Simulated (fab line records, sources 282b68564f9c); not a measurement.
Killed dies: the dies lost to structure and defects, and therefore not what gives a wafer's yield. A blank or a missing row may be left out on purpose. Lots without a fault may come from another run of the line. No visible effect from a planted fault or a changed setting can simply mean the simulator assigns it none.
A struck lot beside a sound one | flow rit-cmos | 16 steps out of a route of 202
Sound: wafers L128.1, L128.2, L128.6. Struck: wafer L136.2 (left out: L136.4, L136.6 of the same lot, which were not struck); the cause appears at the end.
At each step with rows: each side's tool, then ch and its chambers, then its first start. Under that, the readings that differ: sound wafers | struck wafers | difference of the means | sigmas: that difference in standard deviations of wafers without a fault.
alike: words and numbers the same on both sides, and readings whose means are apart by under 2 such deviations; not compared: readings that were withheld, readings missing a value for some wafer, numbers with overlapping values and no deviation given by the record, and bounds like >300 which may hide the same value.
The two part at a step that has a row with sigmas, a row that says differs or no value, or rows on one side only. Numbers that have no deviation but don't overlap get no sigmas and don't part them. Lack of a reading on every wafer of one side parts them only where that side has two or more wafers.

first, 1 step without rows for these wafers: RIT_PSD_IMPLANT_08.
RIT_PSD_STRIP_09: strips in O2, time 180 s.
  sound on plasma-asher-04 ch 0,1, day 3 20:03; struck on plasma-asher-03 ch 0, day 5 13:07
  alike: drypump-motor-current-A
  not compared: rf-hours-counter-h
RIT_PSD_TW_MEAS_10:
  struck on film-metro-03, day 5 13:19; sound on film-metro-03, day 3 20:13
  alike: PSD_TW
then, 3 steps without rows for these wafers: RIT_SDANNEAL_CLEAN_00 (cleans in SC1, time 600 s); RIT_SDANNEAL_CLEAN_01 (cleans in dHF, time 29.45 s); RIT_SDANNEAL_CLEAN_02 (cleans in SC2, time 600 s).
RIT_SDANNEAL_RTA_03: time 5 s.
  sound on rtp-anneal-02 ch 0, day 3 20:40; struck on rtp-anneal-02 ch 0, day 5 13:45
  reading          | sound                | struck | difference | sigmas
  wafer_temp_C_max | 1052.9 1053.0 1053.8 | 1050.6 | -2.6       | -2
RIT_SDANNEAL_RS_MEAS_04: measurement is done with a four-point probe.
  struck on film-metro-02, day 5 13:49; sound on film-metro-02, day 3 20:43
  alike: PSD_RS
RIT_SDANNEAL_RS_MEAS_05: measurement is done with a four-point probe.
  struck on film-metro-02, day 5 13:56; sound on film-metro-02, day 3 20:50
  alike: NSD_RS
RIT_SDANNEAL_RS_MEAS_06: measurement is done with a four-point probe.
  struck on film-metro-02, day 5 14:04; sound on film-metro-02, day 3 20:58
  alike: PLDD_RS
RIT_SDANNEAL_RS_MEAS_07: measurement is done with a four-point probe.
  struck on film-metro-02, day 5 14:11; sound on film-metro-02, day 3 21:05
  alike: NLDD_RS
then, 1 step without rows for these wafers: RIT_SILICIDE_WET_ETCH_00 (etches SiO2 in BOE, target depth 14 nm, time 15 s).
RIT_SILICIDE_SPUTTER_01: material Ti, target thk 30 nm, time 240 s.
  struck on pvd-sputter-03, day 5 14:17; sound on pvd-sputter-03, day 3 21:13
  reading                                     | sound                | struck | difference | sigmas
  cathode-dc-power-W (W)                      | 349.85 350.08 349.99 | 331.73 | -18.24     | -99 or more
  model.Ti_of_SILICIDE_SPUTTER_01.thk-nm (nm) | 29.75 30.13 29.9     | 28.87  | -1.06      |
  alike: throttle-valve-pct
RIT_SILICIDE_RS_MEAS_02: measurement is done with a four-point probe.
  struck on film-metro-04, day 5 14:28; sound on film-metro-04, day 3 21:22
  reading                 | sound          | struck | difference | sigmas
  SILICIDE_TI_RS (ohm/sq) | 48.4 47.5 48.1 | 50.2   | +2.2       | +3
RIT_SILICIDE_THK_MEAS_03: measures by xrf.
  struck on film-metro-04, day 5 14:34; sound on film-metro-04, day 3 21:29
  reading              | sound          | struck | difference | sigmas
  SILICIDE_TI_THK (nm) | 29.3 29.7 29.5 | 28.6   | -0.9       | -2
RIT_M1_PROBE_99:
  struck on prober-01, day 5 21:42; sound on prober-01, day 4 04:33
  reading                              | sound             | struck | difference | sigmas
  model.etest.contact-pplus.end-ohm-um | 45.19 45.65 45.27 | 43.05  | -2.32      |
  model.etest.contact-nplus.end-ohm-um | 41.15 42.05 40.82 | 39.15  | -2.19      |
  model.etest.npoly-line.rs-ohm-sq     | 17.09 16.91 16.95 | 17.26  | +0.28      |
  model.etest.ppoly-line.rs-ohm-sq     | 16.72 16.47 16.33 | 16.91  | +0.40      |
  model.etest.npoly-sal.rs-ohm-sq      | 4.41 4.359 4.376  | 4.483  | +0.101     |
  model.etest.ppoly-sal.rs-ohm-sq      | 4.356 4.346 4.308 | 4.441  | +0.104     |
  model.etest.pplus-sal.rs-ohm-sq      | 4.365 4.311 4.36  | 4.453  | +0.108     |
  model.etest.nplus-sal.rs-ohm-sq      | 4.357 4.328 4.32  | 4.428  | +0.093     |
  alike: killed-at-contacts, killed-at-front-end, killed-dies, killed-open, killed-short

== WHERE THEY PART ==
First at RIT_SDANNEAL_RTA_03; last, within this record, at RIT_SILICIDE_THK_MEAS_03. Later steps at which nothing parts them and some readings are alike: RIT_M1_PROBE_99.

WHY: what the simulator had put in
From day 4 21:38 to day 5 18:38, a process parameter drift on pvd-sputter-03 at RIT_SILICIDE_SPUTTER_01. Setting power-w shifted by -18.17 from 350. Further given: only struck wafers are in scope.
